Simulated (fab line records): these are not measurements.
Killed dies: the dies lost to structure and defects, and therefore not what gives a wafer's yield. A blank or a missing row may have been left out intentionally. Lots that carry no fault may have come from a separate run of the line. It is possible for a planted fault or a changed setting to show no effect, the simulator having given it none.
The same fault as seen by 2 desks    flow rit-cmos    every desk sees just its own numbers, and what lay behind them comes last

== FROM THE METROLOGY DESK ==
What the gauges read, lot by lot, whatever tool the lot ran on: means of the sampled wafers that have a number. A lot is out of limits, marked OUT, if its mean lies more than 4 standard deviations from the usual mean; the brackets give that distance.
Columns: A = PLDD_RS at RIT_SDANNEAL_RS_MEAS_06, usual 179.0 ohm/sq; B = NLDD_RS at RIT_SDANNEAL_RS_MEAS_07, usual 151.6 ohm/sq; C = CONTACT_TEOS_THK at RIT_CONTACT_THK_MEAS_01, usual 399 nm
lot   first seen here  A      B      C
L310  day 3 12:32      179.2  150.6  401
L311  day 3 18:35      179.3  151.4  397
L312  day 3 20:02      178.7  151.9  398
L314  day 4 01:56      179.3  150.8  395
L315  day 4 04:23      178.7  151.8  397
L316  day 4 12:29      178.4  151.5  401
L318  day 4 20:34      179.1  151.2  403
L319  day 5 04:24      179.0  152.7  399
L322  day 5 22:19      179.0  151.8  396
L325  day 6 10:44      179.2  151.8  401
L327  day 6 17:52      179.0  152.1  403
L330  day 7 07:29      179.8  152.1  398
L331  day 7 13:04      179.1  151.2  400
L332  day 7 22:05      179.3  152.2  404
This desk's finding: nothing out of limits on any of the 14 lots.

== TOOL OWNER'S DESK, rie-metal-02 ==
The tool's own readings at RIT_M1_METAL_ETCH_12 (etches Al in Cl2/BCl3, stops on SiO2, time 165 s, target depth 600 nm): means of the sampled wafers that have a number, for each lot that ran on this tool. A lot is out of limits, marked OUT, if its mean lies more than 4 standard deviations from the usual mean; the brackets give that distance.
Columns: A = drypump-motor-current-A at RIT_M1_METAL_ETCH_12, usual 5.9 A; B = oes-product-au at RIT_M1_METAL_ETCH_12, usual 0.790 a.u.; C = run-length-s at RIT_M1_METAL_ETCH_12, usual 193.1 s; D = throttle-valve-pct at RIT_M1_METAL_ETCH_12, usual 8.29 %
lot   first seen here  A    B      C                 D
L316  day 4 17:25      4.8  0.776  193.0             8.40
L319  day 5 09:19      5.5  0.792  192.7             8.16
L322  day 6 03:19      5.2  0.778  192.5             8.28
L325  day 6 15:50      5.5  0.832  186.5 (-8.3) OUT  8.16
L327  day 6 22:47      5.2  0.799  189.6 (-4.5) OUT  8.29
This desk finds L325, L327 out of limits, L325 being first, at day 6 15:50 (run-length-s at RIT_M1_METAL_ETCH_12). L316, L319, L322 stayed within limits.

== TAKEN TOGETHER ==
The tool owner's desk could have raised an alarm at day 6 15:50, on L325, L327.
The metrology desk saw nothing out of limits.
The metrology desk has L325, L327 on record, within its limits.
Every lot named ran RIT_M1_METAL_ETCH_12 on rie-metal-02.

== WHAT THE SIMULATOR PUT IN ==
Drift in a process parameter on rie-metal-02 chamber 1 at RIT_M1_METAL_ETCH_12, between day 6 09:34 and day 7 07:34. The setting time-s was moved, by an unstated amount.
Shown lots that were struck: L325, L327.
Each desk's first reading out of limits, in hours after the fault started: the tool owner's desk, 6.
